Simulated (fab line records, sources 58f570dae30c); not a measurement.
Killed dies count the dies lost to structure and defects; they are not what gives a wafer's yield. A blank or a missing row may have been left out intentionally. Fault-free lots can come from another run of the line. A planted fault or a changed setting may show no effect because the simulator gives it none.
Split-lot trial + flow berkeley cmos170 + 5 lots, 23 wafers read, on a route of 331 steps

## SPLIT DETAILS
At UCB170_V1_CVD_00 (deposits SiO2 from TEOS/O2, target thk 2000 nm, time 250 s), the setting time s was moved away from the recipe's 250 s on 8 of the 23 wafers read, by -6.9% to +13.8%. All remaining wafers had this setting at the recipe value.

Between the split and the reading, the file records no step.

## THE READING
At UCB170_V1_THK_MEAS_01: V1_TEOS_THK, given in nm. Fault-free wafers of this fab line usually give 2010 nm, standard deviation 27 nm.

| wafer  | tool, chamber at the split | time s as run, s | against the recipe | V1_TEOS_THK, nm | against lot-mates on the recipe |
|--------|----------------------------|------------------|--------------------|-----------------|---------------------------------|
| L075.1 | pecvd-01, 0                | 250              | recipe             | 1984            | -                               |
| L075.3 | pecvd-01, 2                | 250              | recipe             | 1997            | -                               |
| L075.4 | pecvd-01, 2                | 250              | recipe             | 2035            | -                               |
| L076.1 | pecvd-02, 1                | 250              | recipe             | 2023            | -                               |
| L076.2 | pecvd-02, 2                | 269.3            | +7.7%              | 2153            | +106                            |
| L076.4 | pecvd-02, 1                | 269.3            | +7.7%              | 2200            | +154                            |
| L076.5 | pecvd-02, 2                | 269.3            | +7.7%              | 2212            | +166                            |
| L076.6 | pecvd-02, 0                | 250              | recipe             | 2070            | -                               |
| L079.1 | pecvd-02, 2                | 284.4            | +13.8%             | 2284            | +262                            |
| L079.2 | pecvd-02, 1                | 250              | recipe             | 2021            | -                               |
| L079.4 | pecvd-02, 1                | 284.4            | +13.8%             | 2318            | +296                            |
| L079.5 | pecvd-02, 2                | 284.4            | +13.8%             | 2327            | +306                            |
| L079.6 | pecvd-02, 0                | 250              | recipe             | 2022            | -                               |
| L083.1 | pecvd-03, 0                | 250              | recipe             | 1997            | -                               |
| L083.2 | pecvd-03, 1                | 250              | recipe             | 2009            | -                               |
| L083.3 | pecvd-03, 2                | 250              | recipe             | 2004            | -                               |
| L083.4 | pecvd-03, 0                | 250              | recipe             | 2022            | -                               |
| L083.5 | pecvd-03, 2                | 250              | recipe             | 2025            | -                               |
| L084.2 | pecvd-02, 0                | 232.7            | -6.9%              | 1848            | -178                            |
| L084.3 | pecvd-02, 1                | 250              | recipe             | 2009            | -                               |
| L084.4 | pecvd-02, 0                | 232.7            | -6.9%              | 1864            | -162                            |
| L084.5 | pecvd-02, 2                | 250              | recipe             | 2025            | -                               |
| L084.6 | pecvd-02, 1                | 250              | recipe             | 2045            | -                               |

FIT RESULTS
A straight line over all 23 wafers: V1_TEOS_THK changes by +21.7 nm for each +1% of time s; r = +0.99; the points scatter about the line by 22 nm.
The same after taking each lot's own level away (the mean of its wafers on the recipe; 23 wafers): +21.1 nm for each +1%; r = +0.99; scatter 20 nm.
That fit puts the effect of the largest move of time s on the reading at 2.9e+02 nm.
The span of the lots' own levels, 2005.3 to 2046.5 nm, comes to 1.5 times the standard deviation stated above.
The two slopes are in agreement: the lot-to-lot level therefore moves the slope only a little.
Check: +292 nm against its lot-mates is what the line predicts for one of the wafers moved furthest among these (+13.8%) when that wafer is left out of the fit. Against them it came out at +262 nm.

## ADDITIONAL SPLITS CARRIED BY THESE WAFERS
Before the reading, these wafers also passed through other splits. Each is held against what the fit with the lots' levels taken away leaves over:
| other split on the same wafers       | wafers away from the commonest value | r with V1_TEOS_THK (lot level and that fit taken away) |
|--------------------------------------|--------------------------------------|--------------------------------------------------------|
| UCB170_SILICIDE_SPUTTER_01 power w   | 8                                    | -0.13                                                  |
| UCB170_CONTACT_COAT_04 resist thk nm | 7                                    | +0.03                                                  |
| UCB170_M1_PEB_07 peb temp c          | 8                                    | -0.16                                                  |

## THE WHOLE CHAIN: every reading that the file lists as answering this split, in the file's order
| step                  | what it does                                               | reading                                                                   | change (the file's fit)              | r (the file's) |
|-----------------------|------------------------------------------------------------|---------------------------------------------------------------------------|--------------------------------------|----------------|
| UCB170_V1_CVD_00      | deposits SiO2 from TEOS/O2, target thk 2000 nm, time 250 s | SiO2_of_V1_CVD_00.thk nm (the simulator's own value, which no gauge read) | +20.9 nm for each +1% of the setting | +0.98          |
| UCB170_V1_THK_MEAS_01 |                                                            | V1_TEOS_THK                                                               | +21 for each +1% of the setting      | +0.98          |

## THE FILE'S OWN FIT
V1_TEOS_THK changes by +21 nm for each +1% of time s, r = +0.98.
